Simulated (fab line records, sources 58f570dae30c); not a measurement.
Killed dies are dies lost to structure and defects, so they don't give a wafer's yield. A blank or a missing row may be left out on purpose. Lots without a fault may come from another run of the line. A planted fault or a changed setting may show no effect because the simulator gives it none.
fab line records | flow berkeley_cmos170 | part 2 of 2: steps 36 to 44 of 44
record lots=5 wafers=15 last_day=12
route steps=331 shown GATE@133 PLDD@145 NLDD@158 SPACER@171 PSD@175
lots that met no fault: from a run of the same line without faults
start_h: hours from the record's first day to the start of the lot's first wafer shown | wait_h: hours since the lot's step before | " the same as in the row above | L1.1+2: a row that stands for several wafers | - no value, or no start given | * or withheld: withheld | < > ~ a bound
route shown NAME@n: a module of which the file shows steps, and the number in the route of the first | usual: mean/standard deviation of fault-free wafers | same: alike in all rows | chamber/n: place in a boat | sites: the reading at each site | _std_site: their standard deviation | _edge_site: outer sites' mean less inner sites' | radius_mm: how far each site lies from the wafer's centre | mask NAME#n: copy n | behind: the tool/chamber that last shaped the wafer | hold: why the lot was held/for how many hours/how that ended | device: the transistor (n, p or np) that didn't switch | end of line: the same wafers' tests at the end of the route | a step without rows: its recipe alone | killed: dies lost to structure and defects at the first sort, not the wafer's yield | map: a wafer's dies, x killed, . not, _ none there
set.NAME: the setting as run; set.NAME@STEP: as run at that earlier step | model.NAME: the simulator's own value behind a step, which no gauge read
lots at some steps of the route; a table a step, a row a wafer
services: from which hour (start_h, from the record's first day; less than 0 if before it) a tool's chamber was out of use, for how many hours, and why
## steps
# step UCB170_NLDD_STRIP_10
# recipe chemistry=O2 power_w=400 pressure_mtorr=3500 platen_temp_c=withheld o2_flow_sccm=400 overash_fraction=0.5
# usual drypump_motor_current_A=5.93/0.24 oes_product_au=0.734/0.0043 strip_time_to_endpoint_s=21.63/0.065
# columns lot.wafer tool chamber start_h wait_h drypump_motor_current_A oes_product_au rf_hours_counter_h strip_time_to_endpoint_s
L079.1 plasma_asher-01 1 175.42 0.1 5.65 0.729 6 21.61
L079.2 " 0 " " 6.24 0.733 6 21.56
L079.4 " 0 " " 6.25 0.736 - 21.55
L078.2 plasma_asher-04 0 175.66 0.1 5.81 0.737 49 21.56
L078.3 " 0 " " 5.79 0.733 - 21.49
L078.4 " 1 " " 5.76 0.733 - 21.53
L085.2 plasma_asher-01 0 217.76 0.1 6.24 0.726 11 21.55
L085.3 " 0 " " 6.25 0.738 - 21.51
L085.4 " 1 " " 5.66 0.739 - 21.62
L091.1 plasma_asher-04 1 245.15 0.1 5.74 0.730 57 21.64
L091.2 " 0 " " 5.80 0.733 57 21.62
L091.5 " 0 " " 5.81 0.737 - 21.68
L097.1 plasma_asher-04 1 260.80 0.1 5.75 0.726 59 21.65
L097.3 " 1 " " 5.74 0.729 - 21.68
L097.4 " 0 " " 5.79 0.734 - 21.62
# step UCB170_NLDD_TW_MEAS_11
# usual NLDD_TW=2205/22
# columns lot.wafer tool chamber start_h wait_h NLDD_TW
L079.1 film_metro-02 - 175.52 0.1 2210
L079.2 " - " " 2206
L079.4 " - " " 2201
L078.2 film_metro-01 - 175.77 0.1 2148
L078.3 " - " " 2150
L078.4 " - " " 2153
L085.2 film_metro-03 - 217.87 0.1 2209
L085.3 " - " " 2223
L085.4 " - " " 2219
L091.1 film_metro-01 - 245.25 0.1 2194
L091.2 " - " " 2189
L091.5 " - " " 2178
L097.1 film_metro-01 - 260.90 0.1 2190
L097.3 " - " " 2189
L097.4 " - " " 2190
# step UCB170_NLDD_CLEAN_12
# recipe chemistry=SPM temp_c=120 time_s=600
# usual bath_guard_temp_C=119.9/0.5
# columns lot.wafer tool chamber start_h wait_h bath_guard_temp_C
L078.2 wet_bench-04 3 175.95 0.2 120.6
L078.3 " 3 " " 120.4
L078.4 " 3 " " 121.1
L079.1 wet_bench-04 0 175.95 0.4 121.1
L079.2 " 0 " " 121.2
L079.4 " 0 " " 121.3
L085.2 wet_bench-03 0 217.94 0.1 119.7
L085.3 " 0 " " 119.8
L085.4 " 0 " " 119.6
L091.1 wet_bench-03 0 245.31 0.1 119.2
L091.2 " 0 " " 119.5
L091.5 " 0 " " 119.8
L097.1 wet_bench-01 3 261.01 0.1 120.7
L097.3 " 3 " " 120.4
L097.4 " 3 " " 120.8
# step UCB170_SPACER_CVD_00
# recipe material=SiO2 target_thk_nm=376 temp_c=390 precursor=TEOS/O2 time_s=47 rf_w=550 pressure_mtorr=9000
# usual heater_power_w=260/54
# columns lot.wafer tool chamber start_h wait_h heater_power_w since_wet_clean_h
L079.1 pecvd-02 1 176.13 0.0 245 362
L079.2 " 0 " " 214 362
L079.4 " 0 " " 232 -
L078.2 pecvd-04 1 176.15 0.0 168 255
L078.3 " 0 " " 316 255
L078.4 " 2 " " 304 -
L085.2 pecvd-02 0 218.11 0.0 228 404
L085.3 " 2 " " 233 404
L085.4 " 1 " " 290 -
L091.1 pecvd-01 1 245.50 0.0 261 96
L091.2 " 0 " " 259 96
L091.5 " 2 " " 279 -
L097.1 pecvd-02 1 261.19 0.0 292 5
L097.3 " 0 " " 257 5
L097.4 " 2 " " 285 -
# step UCB170_SPACER_THK_MEAS_01
# recipe reads=SiO2_of_SPACER_CVD_00
# usual SPACER_TEOS_THK=373/5.4
# columns lot.wafer tool chamber start_h wait_h SPACER_TEOS_THK[nm]
L079.1 film_metro-02 - 176.17 0.0 370
L079.2 " - " " 365
L079.4 " - " " 372
L078.2 film_metro-01 - 176.21 0.0 374
L078.3 " - " " 374
L078.4 " - " " 371
L085.2 film_metro-01 - 218.17 0.0 364
L085.3 " - " " 369
L085.4 " - " " 376
L091.1 film_metro-02 - 245.54 0.0 378
L091.2 " - " " 374
L091.5 " - " " 383
L097.1 film_metro-01 - 261.23 0.0 370
L097.3 " - " " 368
L097.4 " - " " 377
# step UCB170_SPACER_ANNEAL_02
# recipe temp_c=900 time_s=1800 ambient=N2
# usual tube_center_temp_C_max=902.4/0.4
# columns lot.wafer tool chamber start_h wait_h tube_center_temp_C_max
L078.2 furnace-01 0 180.73 4.5 901.8
L078.3 " 0 " " 902.0
L078.4 " 0 " " 902.8
L079.1 furnace-01 0 180.73 4.5 902.4
L079.2 " 0 " " 902.6
L079.4 " 0 " " 902.6
L085.2 furnace-02 0 220.68 2.5 901.9
L085.3 " 0 " " 902.2
L085.4 " 0 " " 902.5
L091.1 furnace-01 0 248.96 3.4 901.8
L091.2 " 0 " " 902.4
L091.5 " 0 " " 902.2
L097.1 furnace-01 0 265.53 4.3 902.4
L097.3 " 0 " " 902.1
L097.4 " 0 " " 901.8
# step UCB170_SPACER_ETCHBACK_03
# recipe stop_on=Si target=SiO2 chemistry=CHF3/CF4/Ar CHF3_flow_sccm=50 cf4_flow_sccm=10 Ar_flow_sccm=120 pressure_mtorr=200 rf_w=500 target_depth_a=3760 time_s=100
# usual CHF3_flow_sccm=49.99/0.15 drypump_motor_current_A=5.8/0.42 oes_product_au=0.898/0.02 throttle_valve_pct=6.43/0.098
# columns lot.wafer tool chamber start_h wait_h CHF3_flow_sccm drypump_motor_current_A oes_product_au rf_hours_counter_h throttle_valve_pct
L078.2 rie_diel-04 0 182.23 0.0 49.93 5.2 0.910 121 6.25
L078.3 " 2 " " 50.06 6.4 0.888 90 6.39
L078.4 " 0 " " 50.17 5.2 0.896 - 6.25
L079.1 rie_diel-03 2 182.23 0.0 49.78 5.2 0.893 143 6.50
L079.2 " 3 " " 50.01 5.3 0.907 34 6.51
L079.4 " 1 " " 50.03 5.8 0.878 - 6.27
L085.2 rie_diel-02 0 222.18 0.0 49.93 5.7 0.869 17 6.50
L085.3 " 3 " " 50.18 5.4 0.908 61 6.44
L085.4 " 1 " " 49.98 6.6 0.876 48 6.39
L091.1 rie_diel-03 2 250.46 0.0 49.99 5.2 0.898 1 6.50
L091.2 " 1 " " 49.93 5.7 0.875 20 6.29
L091.5 " 1 " " 49.61 5.8 0.895 - 6.29
L097.1 rie_diel-04 2 267.10 0.1 50.04 6.4 0.875 95 6.37
L097.3 " 3 " " 49.77 5.8 0.905 17 6.57
L097.4 " 0 " " 49.97 5.2 0.908 125 6.26
# step UCB170_PSD_HMDS_00
# recipe prime_time_s=60 prime_temp_c=100
# columns lot.wafer tool chamber start_h wait_h
L079.1+2+4 litho_track-02 0 182.30 0.0
L078.2+3+4 litho_track-01 0 182.71 0.4
L085.2+3+4 litho_track-02 0 222.49 0.3
L091.1+2+5 litho_track-01 0 251.02 0.5
L097.1+3+4 litho_track-01 0 267.57 0.4
# step UCB170_PSD_COAT_01
# recipe resist=KrF spin_rpm=1500 resist_thk_nm=900
# columns lot.wafer tool chamber start_h wait_h
L079.1+2+4 litho_track-02 0 182.45 0.1
L078.2+3+4 litho_track-01 0 182.86 0.1
L085.2+3+4 litho_track-02 0 222.64 0.1
L091.1+2+5 litho_track-01 0 251.17 0.1
L097.1+3+4 litho_track-01 0 267.72 0.1
## services
# columns tool chamber start_h hours kind
rie_diel-04 0 155.59 3.3 repair
krf_scanner-01 - 157.55 0.8 pm
rie_diel-03 2 162.96 12.8 repair
wet_bench-03 - 169.28 1.9 pm
rie_diel-03 0 174.71 10.0 repair
implanter-02 - 176.56 4.7 pm
rie_diel-04 3 178.64 18.2 repair
pecvd-02 - 178.94 1.5 repair
implanter-02 - 184.93 4.0 repair
rie_si-01 0 195.84 11.4 repair
furnace-01 - 197.43 3.4 pm
plasma_asher-03 - 200.49 3.8 repair
plasma_asher-01 - 206.34 3.1 repair
rie_diel-03 1 206.91 1.3 repair
wet_bench-04 - 223.53 45.4 pm
krf_scanner-02 - 230.82 1.3 pm
krf_scanner-01 - 232.29 1.3 pm
furnace-01 - 240.54 2.9 pm
pecvd-02 - 242.50 14.0 pm
rie_diel-03 3 245.90 2.9 repair
rie_diel-02 3 247.41 8.9 repair
krf_scanner-01 - 262.26 1.0 pm
krf_scanner-01 - 264.25 0.9 repair
krf_scanner-02 - 265.67 11.6 pm
